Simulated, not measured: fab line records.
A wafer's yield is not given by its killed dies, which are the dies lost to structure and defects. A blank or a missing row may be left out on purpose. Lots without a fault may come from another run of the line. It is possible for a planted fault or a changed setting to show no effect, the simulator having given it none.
Chamber matching :: flow berkeley-cmos170 :: UCB170_V1_CMP_02 on cmp-02 has 4 sister chambers
The step polishes SiO2. 4 wafers are shown with their chamber, then 8 later ones without.

== WAFERS PAIRED WITH THEIR CHAMBERS ==
wafer: L369.6
chamber: 3
motor-current-A (A): 16.2

wafer: L376.3
chamber: 1
motor-current-A (A): 15.3

wafer: L376.4
chamber: 2
motor-current-A (A): 17.5

wafer: L380.2
chamber: 0
motor-current-A (A): 16.7

== WAFERS MISSING THEIR CHAMBER ==
wafer: L380.4
motor-current-A (A): 16.9

wafer: L380.5
motor-current-A (A): 15.5

wafer: L384.1
motor-current-A (A): 15.6

wafer: L384.3
motor-current-A (A): 16.2

wafer: L384.5
motor-current-A (A): 15.7

wafer: L382.1
motor-current-A (A): 16.4

wafer: L382.4
motor-current-A (A): 15.8

wafer: L382.5
motor-current-A (A): 16.5

== CHAMBER TAKEN BY EACH ==
wafer: L380.4
from the rows above: can't be placed: 0 or 2 or 3
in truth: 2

wafer: L380.5
from the rows above: can't be placed: 1 or 3
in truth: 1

wafer: L384.1
from the rows above: can't be placed: 1 or 3
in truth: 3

wafer: L384.3
from the rows above: can't be placed: 3 or 0
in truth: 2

wafer: L384.5
from the rows above: can't be placed: 1 or 3
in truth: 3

wafer: L382.1
from the rows above: can't be placed: 3 or 0
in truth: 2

wafer: L382.4
from the rows above: can't be placed: 3 or 1 or 0
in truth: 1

wafer: L382.5
from the rows above: can't be placed: 0 or 3
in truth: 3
0 of 8 placed correctly. Not placeable from these rows: 8 (in 6, the candidates include the true chamber). Placed wrongly: 0.
How it was worked out, from the rows above alone: a wafer's distance from a chamber is the root of the sum, over the readings, of the square of ((its reading less the chamber's mean) divided by the reading's scatter). The wafer belongs to the nearest chamber; if the next one is less than 2 further off, it can't be placed. A chamber's mean is the mean of its shown wafers. The scatter: root of mean squared gap, hidden wafer to nearest shown wafer, with one shown wafer a chamber.
